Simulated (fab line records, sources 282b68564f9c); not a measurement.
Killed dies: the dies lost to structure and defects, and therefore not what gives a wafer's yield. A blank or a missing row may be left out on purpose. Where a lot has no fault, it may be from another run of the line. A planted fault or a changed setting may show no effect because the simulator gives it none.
The same fault as seen by 2 desks | flow ritCmos | numbers are kept per desk, each desk with only its own; the story behind them comes last

== TOOL OWNER'S DESK, implanter-01 ==
For each lot that ran on this tool, the mean over its sampled wafers that have a number, from the tool's own readings at RIT_NRETRO_IMPLANT_08. Marked OUT: a lot whose mean sits more than 4 standard deviations from the usual mean, which makes it out of limits; the brackets give that distance.
Columns: A = beamOnS at RIT_NRETRO_IMPLANT_08, usual 10.00 s; B = doseIonsCm2 at RIT_NRETRO_IMPLANT_08, usual 1.0002e+13; C = faradayCurrentUA at RIT_NRETRO_IMPLANT_08, usual 31.7
lot  | first seen here | A     | B                            | C
L253 | day 2 22:39     | 10.01 | 9.9880e+12                   | 31.6
L258 | day 4 02:53     | 10.11 | 9.9997e+12                   | 31.4
L262 | day 4 21:28     | 9.82  | 8.7997e+12 (-99 or more) OUT | 28.4 (-6.0) OUT
L265 | day 5 11:46     | 10.00 | 8.8067e+12 (-99 or more) OUT | 27.8 (-6.9) OUT
This desk's finding: out of limits on L262, L265; first on L262, day 4 21:28 (doseIonsCm2 at RIT_NRETRO_IMPLANT_08). L253, L258 stayed within limits.

== METROLOGY DESK ==
Lot by lot, what the gauges showed, no matter which tool ran the lot: averages of those sampled wafers that carry a number. Marked OUT: a lot whose mean sits more than 4 standard deviations from the usual mean, which makes it out of limits; the brackets give that distance.
Columns: A = NRETRO_TW at RIT_NRETRO_TW_MEAS_10, usual 1046
lot  | first seen here | A
L250 | day 2 07:26     | 1043
L251 | day 2 12:52     | 1043
L253 | day 2 22:58     | 1043
L254 | day 3 04:10     | 1041
L255 | day 3 09:24     | 1040
L257 | day 3 23:14     | 1051
L258 | day 4 03:11     | 1038
L259 | day 4 07:00     | 1048
L262 | day 4 21:46     | 996 (-11) OUT
L264 | day 5 06:36     | 1047
L265 | day 5 12:06     | 1004 (-9.0) OUT
L270 | day 6 10:42     | 1049
L272 | day 6 21:40     | 1050
L273 | day 7 02:49     | 1048
Finding of this desk: L262, L265 out of limits, first seen on L262 at day 4 21:46 (NRETRO_TW at RIT_NRETRO_TW_MEAS_10). L250, L251, L253, L254, L255, L257, L258, L259, L264, L270, L272, L273 stayed within limits.

== ALL TOGETHER ==
On L262, L265, at day 4 21:28, an alarm was possible from the tool owner's desk.
Metrology desk: alarm possible at day 4 21:46 on L262, L265.
All the named lots went through RIT_NRETRO_IMPLANT_08 on implanter-01.

== WHAT THE SIMULATOR HAD INSERTED ==
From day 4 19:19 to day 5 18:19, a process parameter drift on implanter-01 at RIT_NRETRO_IMPLANT_08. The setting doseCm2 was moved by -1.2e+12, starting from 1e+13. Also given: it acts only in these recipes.
Lots struck among those shown: L262, L265.
Hours from the fault's start to each desk's first reading out of limits: the tool owner's desk, 2; the metrology desk, 2.
